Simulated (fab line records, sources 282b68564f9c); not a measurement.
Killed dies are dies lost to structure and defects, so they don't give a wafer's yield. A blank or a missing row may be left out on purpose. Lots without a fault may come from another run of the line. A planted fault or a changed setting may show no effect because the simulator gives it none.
fab line records | flow rit_cmos
record lots=5 wafers=15 last_day=8
route steps=202 shown CONTACT@178 M1@184
lots that met no fault: from a run of the same line without faults
start_h: hours from the record's first day to the start of the lot's first wafer shown | wait_h: hours since the lot's step before | " the same as in the row above | L1.1+2: a row that stands for several wafers | - no value, or no start given | * or withheld: withheld | < > ~ a bound
route shown NAME@n: a module of which the file shows steps, and the number in the route of the first | usual: mean/standard deviation of fault-free wafers | same: alike in all rows | chamber/n: place in a boat | sites: the reading at each site | _std_site: their standard deviation | _edge_site: outer sites' mean less inner sites' | radius_mm: how far each site lies from the wafer's centre | mask NAME#n: copy n | behind: the tool/chamber that last shaped the wafer | hold: why the lot was held/for how many hours/how that ended | device: the transistor (n, p or np) that didn't switch | end of line: the same wafers' tests at the end of the route | a step without rows: its recipe alone | killed: dies lost to structure and defects at the first sort, not the wafer's yield | map: a wafer's dies, x killed, . not, _ none there
set.NAME: the setting as run; set.NAME@STEP: as run at that earlier step | model.NAME: the simulator's own value behind a step, which no gauge read
lots at some steps of the route; a table a step, a row a wafer
services: from which hour (start_h, from the record's first day; less than 0 if before it) a tool's chamber was out of use, for how many hours, and why
## steps
# step RIT_CONTACT_HARDBAKE_10
# recipe resist=NOVOLAK temp_c=140 time_s=60
# columns lot.wafer tool chamber start_h wait_h
L078.3+5+6 litho_track-04 0 77.04 0.1
L083.2+3+4 litho_track-04 0 102.12 0.0
L088.2+3+5 litho_track-02 0 123.41 0.2
L090.2+3+4 litho_track-02 0 134.14 0.0
L097.2+3+5 litho_track-04 0 183.59 0.0
# step RIT_CONTACT_ETCH_11
# recipe target_depth_a=4800 over_etch_frac=0.2 stop_on=TiSi2 chemistry=CHF3/CF4/Ar target=SiO2 CHF3_flow_sccm=50 cf4_flow_sccm=10 Ar_flow_sccm=100 O2_flow_sccm=5 pressure_mtorr=100 rf_w=200 time_s=320
# usual O2_flow_sccm=4.999/0.015 drypump_motor_current_A=5.8/0.36 oes_product_au=0.989/0.014 throttle_valve_pct=8.77/0.11
# columns lot.wafer tool chamber start_h wait_h O2_flow_sccm drypump_motor_current_A oes_product_au rf_hours_counter_h throttle_valve_pct
L078.3 rie_diel-02 3 77.14 0.1 4.990 5.8 0.994 6 8.83
L078.5 " 2 " " 4.975 5.6 0.976 - 8.82
L078.6 " 3 " " 4.986 5.8 1.001 - 8.82
L083.2 rie_diel-03 0 102.25 0.1 5.046 5.5 1.001 109 8.80
L083.3 " 3 " " 4.984 5.5 0.963 32 8.92
L083.4 " 1 " " 4.992 6.2 0.990 112 8.62
L088.2 rie_diel-03 2 123.54 0.1 4.995 6.0 0.985 141 8.66
L088.3 " 1 " " 4.986 6.2 0.998 113 8.62
L088.5 " 2 " " 4.994 6.0 0.991 - 8.64
L090.2 rie_diel-02 0 134.26 0.1 4.961 6.5 0.976 129 8.74
L090.3 " 2 " " 4.961 5.6 0.970 36 8.83
L090.4 " 3 " " 5.014 5.8 1.004 - 8.82
L097.2 rie_diel-03 1 183.71 0.1 5.002 6.2 1.002 114 8.61
L097.3 " 2 " " 4.994 6.0 0.997 142 8.65
L097.5 " 3 " " 5.024 5.6 0.968 - 8.93
# step RIT_CONTACT_STRIP_12
# recipe chemistry=O2 time_s=180 resist=NOVOLAK platen_temp_c=withheld power_w=500 pressure_mtorr=4000 o2_flow_sccm=4000
# usual drypump_motor_current_A=5.9/0.42
# columns lot.wafer tool chamber start_h wait_h drypump_motor_current_A rf_hours_counter_h
L078.3 plasma_asher-02 1 77.40 0.2 5.6 -
L078.5 " 0 " " 6.2 -
L078.6 " 1 " " 5.7 -
L083.2 plasma_asher-04 1 102.44 0.1 5.7 45
L083.3 " 0 " " 6.0 -
L083.4 " 1 " " 5.7 -
L088.2 plasma_asher-02 0 123.73 0.1 6.2 35
L088.3 " 0 " " 6.2 -
L088.5 " 1 " " 5.6 -
L090.2 plasma_asher-04 0 134.46 0.1 6.0 49
L090.3 " 0 " " 6.0 -
L090.4 " 1 " " 5.7 -
L097.2 plasma_asher-04 0 183.90 0.1 6.1 53
L097.3 " 1 " " 5.7 -
L097.5 " 0 " " 6.0 -
# step RIT_CONTACT_CD_MEAS_90
# recipe target_cd_nm=1000
# usual cd_nm=999.4/1.9
# columns lot.wafer tool chamber start_h wait_h cd_nm
L078.3 cd_sem-01 - 77.55 0.1 1000.9
L078.5 " - " " 1001.5
L078.6 " - " " 1001.5
L083.2 cd_sem-01 - 102.64 0.1 998.3
L083.3 " - " " 996.8
L083.4 " - " " 999.9
L088.2 cd_sem-01 - 123.93 0.1 1003.0
L088.3 " - " " 1002.8
L088.5 " - " " 1001.4
L090.2 cd_sem-01 - 134.65 0.1 996.4
L090.3 " - " " 998.4
L090.4 " - " " 998.3
L097.2 cd_sem-02 - 184.10 0.1 999.7
L097.3 " - " " 998.5
L097.5 " - " " 998.1
# step RIT_CONTACT_CLEAN_13
# recipe chemistry=SC1 mix=3:3:50 time_s=600 temp_c=75
# columns lot.wafer tool chamber start_h wait_h
L078.3+5+6 wet_bench-02 0 77.63 0.1
L083.2+3+4 wet_bench-01 1 102.74 0.1
L088.2+3+5 wet_bench-01 2 124.03 0.1
L090.2+3+4 wet_bench-03 1 134.75 0.1
L097.2+3+5 wet_bench-02 2 184.20 0.1
# step RIT_CONTACT_CLEAN_14
# recipe chemistry=SC2 mix=3:3:50 time_s=600 temp_c=75 dry=n2_spin
# columns lot.wafer tool chamber start_h wait_h
L078.3+5+6 wet_bench-02 2 77.81 0.0
L083.2+3+4 wet_bench-02 2 102.91 0.0
L088.2+3+5 wet_bench-02 3 124.20 0.0
L090.2+3+4 wet_bench-02 0 134.94 0.0
L097.2+3+5 wet_bench-01 1 184.37 0.0
# step RIT_M1_SPUTTER_00
# recipe material=Al target_thk_nm=400 power_w=2000 chamber_pressure_pa=0.4 gas=Ar time_s=500 substrate_temp_c=25
# usual throttle_valve_pct=29.8/0.99
# columns lot.wafer tool chamber start_h wait_h throttle_valve_pct
L078.3 pvd_sputter-01 - 77.98 0.0 30.3
L078.5 " - " " 31.3
L078.6 " - " " 30.3
L083.2 pvd_sputter-01 - 103.09 0.0 29.2
L083.3 " - " " 31.3
L083.4 " - " " 28.1
L088.2 pvd_sputter-04 - 124.38 0.0 29.4
L088.3 " - " " 30.5
L088.5 " - " " 29.8
L090.2 pvd_sputter-04 - 135.13 0.0 30.1
L090.3 " - " " 29.9
L090.4 " - " " 30.2
L097.2 pvd_sputter-01 - 184.55 0.0 28.1
L097.3 " - " " 31.2
L097.5 " - " " 31.6
# step RIT_M1_RS_MEAS_01
# recipe thk_meas_gauge=four-point-probe reads=Al_of_M1_SPUTTER_00
# usual M1_AL_RS=0.0735/0.00081
# columns lot.wafer tool chamber start_h wait_h M1_AL_RS[ohm/sq]
L078.3 film_metro-02 - 78.32 0.2 0.0735
L078.5 " - " " 0.0744
L078.6 " - " " 0.0734
L083.2 film_metro-02 - 103.40 0.2 0.0737
L083.3 " - " " 0.0738
L083.4 " - " " 0.0736
L088.2 film_metro-04 - 124.69 0.2 0.0742
L088.3 " - " " 0.0733
L088.5 " - " " 0.0745
L090.2 film_metro-02 - 135.45 0.2 0.0725
L090.3 " - " " 0.0726
L090.4 " - " " 0.0719
L097.2 film_metro-02 - 184.86 0.2 0.0727
L097.3 " - " " 0.0736
L097.5 " - " " 0.0734
# step RIT_M1_THK_MEAS_02
# recipe thk_meas_gauge=xrf reads=Al_of_M1_SPUTTER_00
# usual M1_AL_THK=401/5.6
# columns lot.wafer tool chamber start_h wait_h M1_AL_THK[nm]
L078.3 film_metro-02 - 78.42 0.1 401
L078.5 " - " " 395
L078.6 " - " " 405
L083.2 film_metro-02 - 103.51 0.1 399
L083.3 " - " " 396
L083.4 " - " " 399
L088.2 film_metro-04 - 124.80 0.1 397
L088.3 " - " " 400
L088.5 " - " " 394
L090.2 film_metro-02 - 135.56 0.1 406
L090.3 " - " " 408
L090.4 " - " " 413
L097.2 film_metro-02 - 184.97 0.1 406
L097.3 " - " " 396
L097.5 " - " " 399
# step RIT_M1_HMDS_03
# recipe prime_time_s=60 prime_temp_c=140
# columns lot.wafer tool chamber start_h wait_h
L078.3+5+6 litho_track-01 0 78.51 0.1
L083.2+3+4 litho_track-03 0 103.59 0.1
L088.2+3+5 litho_track-01 0 124.88 0.1
L090.2+3+4 litho_track-04 0 135.63 0.1
L097.2+3+5 litho_track-03 0 185.05 0.1
# step RIT_M1_COAT_04
# recipe resist=NOVOLAK spin_rpm=2000 resist_thk_nm=1310
# columns lot.wafer tool chamber start_h wait_h
L078.3+5+6 litho_track-01 0 78.66 0.1
L083.2+3+4 litho_track-03 0 103.74 0.1
L088.2+3+5 litho_track-01 0 125.03 0.1
L090.2+3+4 litho_track-04 0 135.78 0.1
L097.2+3+5 litho_track-03 0 185.20 0.1
# step RIT_M1_SOFTBAKE_05
# recipe resist=NOVOLAK temp_c=90 time_s=60
# columns lot.wafer tool chamber start_h wait_h
L078.3+5+6 litho_track-01 0 78.81 0.1
L083.2+3+4 litho_track-03 0 103.89 0.1
L088.2+3+5 litho_track-01 0 125.18 0.1
L090.2+3+4 litho_track-04 0 135.93 0.1
L097.2+3+5 litho_track-03 0 185.35 0.1
# step RIT_M1_EXPOSE_06
# recipe mask_id=M12 na=0.6 source_shape=conventional sigma_outer=0.5 target_cd_nm=2600 dose_mj=250
# columns lot.wafer tool chamber start_h wait_h mask
L078.3+5+6 iline_stepper-02 0 79.07 0.2 M12#0
L083.2+3+4 iline_stepper-01 0 104.03 0.1 M12#0
L088.2+3+5 iline_stepper-02 0 125.45 0.2 M12#0
L090.2+3+4 iline_stepper-01 0 136.08 0.1 M12#0
L097.2+3+5 iline_stepper-01 0 185.62 0.2 M12#0
# step RIT_M1_PEB_07
# recipe resist=NOVOLAK temp_c=withheld time_s=withheld
# columns lot.wafer tool chamber start_h wait_h
L078.3+5+6 litho_track-03 0 79.20 0.1
L083.2+3+4 litho_track-04 0 104.15 0.1
L088.2+3+5 litho_track-01 0 125.57 0.1
L090.2+3+4 litho_track-03 0 136.20 0.1
L097.2+3+5 litho_track-01 0 185.74 0.1
# step RIT_M1_DEVELOP_08
# recipe resist=NOVOLAK develop_time_s=70.86 dev_temp_c=23
# columns lot.wafer tool chamber start_h wait_h
L078.3+5+6 litho_track-03 0 - -
L083.2+3+4 litho_track-04 0 - -
L088.2+3+5 litho_track-01 0 - -
L090.2+3+4 litho_track-03 0 - -
L097.2+3+5 litho_track-01 0 - -
# step RIT_M1_CD_MEAS_09
# recipe target_cd_nm=2600
# usual cd_nm=2600.6/2.6
# columns lot.wafer tool chamber start_h wait_h cd_nm
L078.3 cd_sem-02 - 79.50 - 2599.4
L078.5 " - " " 2596.6
L078.6 " - " " 2598.9
L083.2 cd_sem-02 - 104.46 - 2600.3
L083.3 " - " " 2601.6
L083.4 " - " " 2600.2
L088.2 cd_sem-02 - 125.88 - 2600.3
L088.3 " - " " 2603.2
L088.5 " - " " 2601.5
L090.2 cd_sem-02 - 136.51 - 2596.3
L090.3 " - " " 2596.9
L090.4 " - " " 2595.8
L097.2 cd_sem-01 - 186.05 - 2606.0
L097.3 " - " " 2607.3
L097.5 " - " " 2606.8
# step RIT_M1_OVL_MEAS_10
# usual M1_OVL=-1.2/1.4
# columns lot.wafer tool chamber start_h wait_h M1_OVL[nm]
L078.3 overlay-02 - 79.60 0.1 -2.3
L078.5 " - " " -1.5
L078.6 " - " " -0.6
L083.2 overlay-01 - 104.57 0.1 -2.9
L083.3 " - " " -3.4
L083.4 " - " " -2.5
L088.2 overlay-02 - 125.98 0.1 -3.7
L088.3 " - " " -3.4
L088.5 " - " " -3.3
L090.2 overlay-02 - 136.61 0.1 -0.4
L090.3 " - " " -0.8
L090.4 " - " " 0.4
L097.2 overlay-02 - 186.16 0.1 -0.3
L097.3 " - " " 0.0
L097.5 " - " " 1.1
# step RIT_M1_HARDBAKE_11
# recipe resist=NOVOLAK temp_c=140 time_s=120
# columns lot.wafer tool chamber start_h wait_h
L078.3+5+6 litho_track-03 0 79.70 0.1
L083.2+3+4 litho_track-03 0 104.64 0.1
L088.2+3+5 litho_track-04 0 126.06 0.1
L090.2+3+4 litho_track-01 0 136.69 0.1
L097.2+3+5 litho_track-04 0 186.23 0.1
# step RIT_M1_METAL_ETCH_12
# recipe stop_on=SiO2 chemistry=Cl2/BCl3 target=Al time_s=165 over_etch_frac=0.5 pressure_mtorr=100 target_depth_a=6000 rf_w=250 Cl2_flow_sccm=60 bcl3_flow_sccm=50
# usual drypump_motor_current_A=5.7/0.44 oes_product_au=0.769/0.011 throttle_valve_pct=8.24/0.11
# columns lot.wafer tool chamber start_h wait_h drypump_motor_current_A oes_product_au rf_hours_counter_h throttle_valve_pct
L078.3 rie_metal-01 0 79.92 0.2 5.8 0.755 - 8.05
L078.5 " 0 " " 5.8 0.753 - 8.06
L078.6 " 1 " " 6.7 0.760 - 8.14
L083.2 rie_metal-03 1 104.85 0.2 5.4 0.777 3 8.27
L083.3 " 0 " " 5.4 0.765 - 8.36
L083.4 " 1 " " 5.4 0.776 - 8.25
L088.2 rie_metal-04 0 126.26 0.2 5.7 0.772 38 8.30
L088.3 " 0 " " 5.7 0.781 - 8.28
L088.5 " 1 " " 5.5 0.772 - 8.29
L090.2 rie_metal-01 0 136.89 0.2 5.8 0.761 1 8.04
L090.3 " 1 " " 6.7 0.770 - 8.16
L090.4 " 0 " " 5.9 0.775 - 8.05
L097.2 rie_metal-03 0 186.44 0.2 5.3 0.763 4 8.36
L097.3 " 0 " " 5.3 0.775 - 8.36
L097.5 " 0 " " 5.3 0.756 - 8.38
# step RIT_M1_STRIP_13
# recipe chemistry=nmp resist=NOVOLAK temp_c=80 time_s=600 dry=n2_spin
# columns lot.wafer tool chamber start_h wait_h
L078.3+5+6 wet_bench-04 2 80.03 0.1
L083.2+3+4 wet_bench-02 0 105.01 0.1
L088.2+3+5 wet_bench-02 1 126.43 0.1
L090.2+3+4 wet_bench-01 3 137.06 0.1
L097.2+3+5 wet_bench-01 1 186.60 0.1
# step RIT_M1_STRIP_14
# recipe chemistry=O2 time_s=180 platen_temp_c=withheld power_w=500 pressure_mtorr=4000 o2_flow_sccm=4000
# usual drypump_motor_current_A=5.7/0.37
# columns lot.wafer tool chamber start_h wait_h drypump_motor_current_A rf_hours_counter_h
L078.3 plasma_asher-04 0 80.27 0.1 6.0 -
L078.5 " 0 " " 6.0 -
L078.6 " 1 " " 5.7 -
L083.2 plasma_asher-03 0 105.19 0.0 5.3 48
L083.3 " 1 " " 5.6 -
L083.4 " 0 " " 5.3 -
L088.2 plasma_asher-04 1 126.60 0.0 5.7 48
L088.3 " 0 " " 6.0 -
L088.5 " 0 " " 6.0 -
L090.2 plasma_asher-03 1 137.23 0.0 5.6 51
L090.3 " 0 " " 5.3 -
L090.4 " 1 " " 5.6 -
L097.2 plasma_asher-04 1 186.77 0.0 5.7 54
L097.3 " 1 " " 5.7 -
L097.5 " 1 " " 5.7 -
# step RIT_M1_CD_MEAS_90
# recipe target_cd_nm=2600
# usual cd_nm=2600/3.2
# columns lot.wafer tool chamber start_h wait_h cd_nm
L078.3 cd_sem-01 - 80.42 0.1 2601
L078.5 " - " " 2599
L078.6 " - " " 2597
L083.2 cd_sem-01 - 105.38 0.1 2600
L083.3 " - " " 2600
L083.4 " - " " 2599
L088.2 cd_sem-01 - 126.80 0.1 2600
L088.3 " - " " 2602
L088.5 " - " " 2600
L090.2 cd_sem-01 - 137.43 0.1 2600
L090.3 " - " " 2594
L090.4 " - " " 2600
L097.2 cd_sem-02 - 186.97 0.1 2607
L097.3 " - " " 2607
L097.5 " - " " 2606
# step RIT_M1_ANNEAL_15
# recipe temp_c=450 time_s=1800 ambient=forming_gas_H2N2
# columns lot.wafer tool chamber start_h wait_h
L078.3+5+6 furnace-02 0 80.50 0.1
L083.2+3+4 furnace-02 0 105.48 0.1
L088.2+3+5 furnace-02 0 126.90 0.1
L090.2+3+4 furnace-02 0 137.53 0.1
L097.2+3+5 furnace-02 0 187.07 0.1
# step RIT_M1_BOW_MEAS_16
# recipe mode=bow
# usual M1_BOW=16/5.8
# columns lot.wafer tool chamber start_h wait_h M1_BOW[um]
L078.3 film_metro-04 - 82.04 0.0 21
L078.5 " - " " 18
L078.6 " - " " 8
L083.2 film_metro-04 - 107.00 0.0 9
L083.3 " - " " 19
L083.4 " - " " 14
L088.2 film_metro-02 - 128.42 0.0 12
L088.3 " - " " 18
L088.5 " - " " 14
L090.2 film_metro-04 - 139.05 0.0 23
L090.3 " - " " 19
L090.4 " - " " 12
L097.2 film_metro-01 - 188.59 0.0 20
L097.3 " - " " 13
L097.5 " - " " 18
# step RIT_M1_PROBE_99
# usual defect_limited_yield=97.4/1.1 killed_at_contacts=0.1/0.24 killed_at_front_end=6.7/2.9 killed_dies=6.8/2.9 killed_open=3.5/2 killed_short=3.2/1.9 sort_bin_3_pad_short=0.1/0.22 sort_bin_5_function=1.4/0.82 sort_bin_6_memory=1.0/0.64 sort_n_pass=257.2/2.9 sort_yield_pct=97.4/1.1
# same gross_dies=264 killed_at_M0_to_M3=0 killed_at_M4_up=0 killed_at_back_side=0 killed_at_other=0
# columns lot.wafer tool chamber start_h wait_h defect_limited_yield[%] killed_at_contacts killed_at_front_end killed_dies killed_open killed_short sort_bin_3_pad_short[%] sort_bin_5_function[%] sort_bin_6_memory[%] sort_n_pass sort_yield_pct[%]
L078.3 prober-01 - 82.22 0.2 97.7 0 6 6 3 3 0 1.5 0.8 258.0 97.7
L078.5 prober-01 - 82.32 0.2 98.5 0 4 4 1 3 0 0.8 0.8 260.0 98.5
L078.6 prober-01 - 82.37 0.2 96.6 0 9 9 1 8 0 2.7 0.8 255.0 96.6
L083.2 prober-02 - 107.15 0.1 97.3 0 7 7 3 4 0 2.3 0.4 257.0 97.3
L083.3 prober-02 - 107.20 0.2 97.3 0 7 7 2 5 0 0.8 1.9 257.0 97.3
L083.4 prober-02 - 107.25 0.2 97.0 1 7 8 5 3 0 2.3 0.8 256.0 97.0
L090.2 prober-01 - 139.20 0.1 98.5 0 4 4 1 3 0 1.1 0.4 260.0 98.5
L090.3 prober-01 - 139.25 0.2 98.5 0 4 4 2 2 0 0.8 0.8 260.0 98.5
L090.4 prober-01 - 139.30 0.2 99.2 0 2 2 1 1 0 0.8 0 262.0 99.2
# killed by level:class
L078.3 FOX1:geometric_particle:open=2 REOX:geometric_particle:short=2 GATE:geometric_particle:open=1 SPACER:geometric_particle:short=1
L078.5 FOX1:geometric_particle:short=1 SPACER:geometric_particle:short=1 SILICIDE:geometric_particle:open=1 SILICIDE:geometric_particle:short=1
L078.6 GATE:geometric_particle:short=7 FOX2:geometric_particle:short=1 GATE:geometric_particle:open=1
L083.2 SPACER:geometric_particle:short=2 FOX1:geometric_particle:open=1 FOX1:geometric_particle:short=1 GATE:geometric_particle:short=1 REOX:geometric_particle:open=1 SPACER:geometric_particle:open=1
L083.3 FOX1:geometric_particle:short=3 REOX:geometric_particle:open=1 REOX:geometric_particle:short=1 SPACER:geometric_particle:short=1 SPACER:geometric_particle:open=1
L083.4 FOX1:geometric_particle:open=2 GATE:geometric_particle:short=1 GATE:geometric_particle:open=1 SPACER:geometric_particle:short=1 SPACER:geometric_particle:open=1 SILICIDE:geometric_particle:open=1 CONTACT:geometric_particle:short=1
L090.2 GATE:geometric_particle:short=2 REOX:geometric_particle:short=1 REOX:geometric_particle:open=1
L090.3 GATE:geometric_particle:open=1 GATE:geometric_particle:short=1 SPACER:geometric_particle:open=1 SPACER:geometric_particle:short=1
L090.4 GATE:geometric_particle:open=1 GATE:geometric_particle:short=1
## services
# columns tool chamber start_h hours kind
rie_diel-03 3 76.50 8.4 repair
iline_stepper-02 0 99.87 - calibration
wet_bench-04 - 104.65 1.1 repair
rie_metal-04 - 114.25 2.8 pm
rie_diel-02 1 123.41 11.2 repair
pvd_sputter-01 - 133.75 11.7 repair
rie_metal-04 1 134.47 6.9 repair
rie_metal-04 - 136.12 20.0 pm
rie_metal-04 0 136.12 20.0 vent_cycle
rie_metal-04 1 136.12 20.0 vent_cycle
rie_diel-02 2 140.90 3.3 repair
iline_stepper-01 0 148.56 - calibration
litho_track-01 - 150.54 - consumable_replace:filter
rie_metal-04 0 156.12 - clean
rie_metal-04 1 156.12 - clean
rie_diel-02 3 156.87 7.2 repair
wet_bench-03 - 163.57 3.1 repair
rie_metal-03 1 164.29 8.9 repair
## key
fault none
